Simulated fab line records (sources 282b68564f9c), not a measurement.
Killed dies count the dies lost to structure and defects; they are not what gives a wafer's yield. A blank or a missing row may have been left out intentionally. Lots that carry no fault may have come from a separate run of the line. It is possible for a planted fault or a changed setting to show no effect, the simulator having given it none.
One fault through the eyes of 2 desks ; flow rit_cmos ; each desk holds nothing but its own numbers, with what lay behind them at the end

FROM THE METROLOGY DESK
Means of the sampled wafers that have a number, per lot and without regard to the tool the lot ran on: this is what the gauges read. If a lot's mean is further than 4 standard deviations from the usual mean, the lot is out of limits and carries the mark OUT (the distance appears in the brackets).
Columns: A = PRETRO_TW at RIT_PRETRO_TW_MEAS_10, usual 476; B = NLDD_OVL at RIT_NLDD_OVL_MEAS_06, usual -0.1 nm; C = cd_nm at RIT_M1_CD_MEAS_90, usual 2601 nm
lot;first seen here;A;B;C
L205;day 2 10:14;475;-0.7;2602
L206;day 2 17:49;478;-1.9;2596
L209;day 3 05:10;473;1.0;2600
L210;day 3 10:31;474;1.3;2600
L211;day 3 13:22;472;0.6;2606
L212;day 3 23:55;473;-1.3;2601
L213;day 4 07:08;477;-0.0;2604
L217;day 4 21:20;480;-0.6;2591
L220;day 5 13:43;477;-0.4;2591
L221;day 5 17:46;477;0.7;2601
L223;day 6 03:36;475;0.2;2601
L224;day 6 08:01;477;-0.3;2603
L226;day 6 20:23;481;-0.0;2602
L227;day 7 02:10;477;1.0;2595
Finding of this desk: none of the 14 lots has anything out of limits.

DESK OF THE TOOL OWNER: rie_metal-04
The tool's own readings at RIT_M1_METAL_ETCH_12 (etches Al in Cl2/BCl3, stops on SiO2, time 165 s, target depth 600 nm): means of the sampled wafers that have a number, for each lot that ran on this tool. If a lot's mean is further than 4 standard deviations from the usual mean, the lot is out of limits and carries the mark OUT (the distance appears in the brackets).
Columns: A = drypump_motor_current_A at RIT_M1_METAL_ETCH_12, usual 5.9 A; B = oes_product_au at RIT_M1_METAL_ETCH_12, usual 0.774 a.u.; C = throttle_valve_pct at RIT_M1_METAL_ETCH_12, usual 8.24 %
lot;first seen here;A;B;C
L205;day 3 11:25;5.6;0.774;8.08
L211;day 4 20:58;6.0;0.759;8.12
L217;day 5 23:31;5.7;0.670 (-9.5) OUT;8.10
L220;day 6 14:23;5.7;0.667 (-9.8) OUT;8.10
This desk finds L217, L220 out of limits, L217 being first, at day 5 23:31 (oes_product_au at RIT_M1_METAL_ETCH_12). In limits: L205, L211.

ALL TOGETHER
At day 5 23:31, on L217, L220, the tool owner's desk was in a position to raise an alarm.
At the metrology desk, nothing out of limits was observed.
The metrology desk has L217, L220 on record, within its limits.
The lots listed all ran RIT_M1_METAL_ETCH_12 on rie_metal-04.

WHAT THE SIMULATOR PUT IN
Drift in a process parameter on rie_metal-04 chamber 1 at RIT_M1_METAL_ETCH_12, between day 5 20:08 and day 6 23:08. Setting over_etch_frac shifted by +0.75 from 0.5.
Shown lots that were struck: L217, L220.
Hours from the fault's start to each desk's first reading out of limits: the tool owner's desk, 3.
